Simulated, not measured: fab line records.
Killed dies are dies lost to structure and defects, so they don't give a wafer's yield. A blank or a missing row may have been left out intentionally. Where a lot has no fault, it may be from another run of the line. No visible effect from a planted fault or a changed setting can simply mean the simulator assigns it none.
Code-filled problem report in 8D (eight disciplines) form    flow berkeleyCmos170    the parts of the form that need people (team, actions taken, sign-off) are left out

== 1. WHAT WENT WRONG ==
NVT_TW at UCB170_NVT_TW_MEAS_09 reads a mean of 263.5 on 6 wafers of 2 lots; wafers without a fault read 523.3 with a standard deviation of 3. Measured from the usual mean, that is -87 standard deviations.
Earliest sighting: wafer L566.1 on filmMetro-01 at day 10 10:19. Wafers with a number at this step in the record: 42, from 14 lots. By rule, "out" or "out of limits" means more than 4 standard deviations away from the usual mean. The other wafers with a number count as sound.

== 2. WHAT IT IS, AND WHAT IT ISN'T ==
question                     is                      is not
which readings at this step  NVT_TW                  -
which lots                   L566, L567              L549, L550, L552, L553, L554, L556, L557, L558, L569, L570, L571, L572
which wafers of those lots   all that have a number  -
read on which gauges         filmMetro-01            filmMetro-03, filmMetro-04
when                         from day 10 10:19       up to then (24 sound wafers); but 12 sound wafers of L569, L570, L571, L572 came after

== 3. THE SUSPECTS, EACH WITH WHAT RULES IT OUT ==
Counting: any tool at a process step up to the reading is kept as a suspect provided that every lot that is out went through it and no sound lot did after the first of them.
- the gauge at UCB170_NVT_TW_MEAS_09 has been ruled out. All the wafers that are out were read on filmMetro-01, but those of them that UCB170_NVT_IMPLANT_07 has rows for are out there too, on other tools.
- implanter-03 at UCB170_NVT_IMPLANT_07: kept. It ran every lot that is out, first L566 (day 10 10:04), and no sound lot after that; its last sound lot up to then is L558 (day 8 04:49). Its own readings are out on those wafers: doseIonsCm2, faradayCurrentUA.
Remaining after the count: implanter-03 at UCB170_NVT_IMPLANT_07.

== 4. THE CAUSE (what the simulator had put in) ==
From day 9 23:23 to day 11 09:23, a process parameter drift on implanter-03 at UCB170_NVT_IMPLANT_07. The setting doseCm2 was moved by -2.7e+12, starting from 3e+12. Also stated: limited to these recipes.
Only this tool survived the counting.

== 5. SEQUENCE OF EFFECTS, ordered by route ==
Each row: a reading whose mean over the struck wafers that have a number lies more than 3 standard deviations from the usual. Scope: only readings with a usual standard deviation given in the record; hours: median across lots of the time from each lot's start at the first step in this table that gives one to its start at this step; sigmas: change in usual standard deviations.
hours  step                   reading           usual      on struck wafers  change      sigmas
0      UCB170_NVT_IMPLANT_07  doseIonsCm2       3.001e+12  3.012e+11         -2.700e+12  -99 or more
0      UCB170_NVT_IMPLANT_07  faradayCurrentUA  9.52       0.95              -8.57       -43
0      UCB170_NVT_TW_MEAS_09  NVT_TW            523.3      263.5             -259.8      -87
Its process steps:
- UCB170_NVT_IMPLANT_07

== 6. WHAT WOULD HAVE CAUGHT IT SOONER ==
The first out-of-limits reading at a measuring or inspecting step in this record came at day 10 10:19, 11 hours after the fault's start at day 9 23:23.
At UCB170_NVT_IMPLANT_07, the tool's own readings (doseIonsCm2, faradayCurrentUA) were out on each struck wafer the step has a row for, so an alarm limit on them would have fired on the first such wafer.
Of the lots that are out (2), L567 began UCB170_NVT_IMPLANT_07 on implanter-03 after day 10 10:19. A hold on the tool at that time would have spared it.
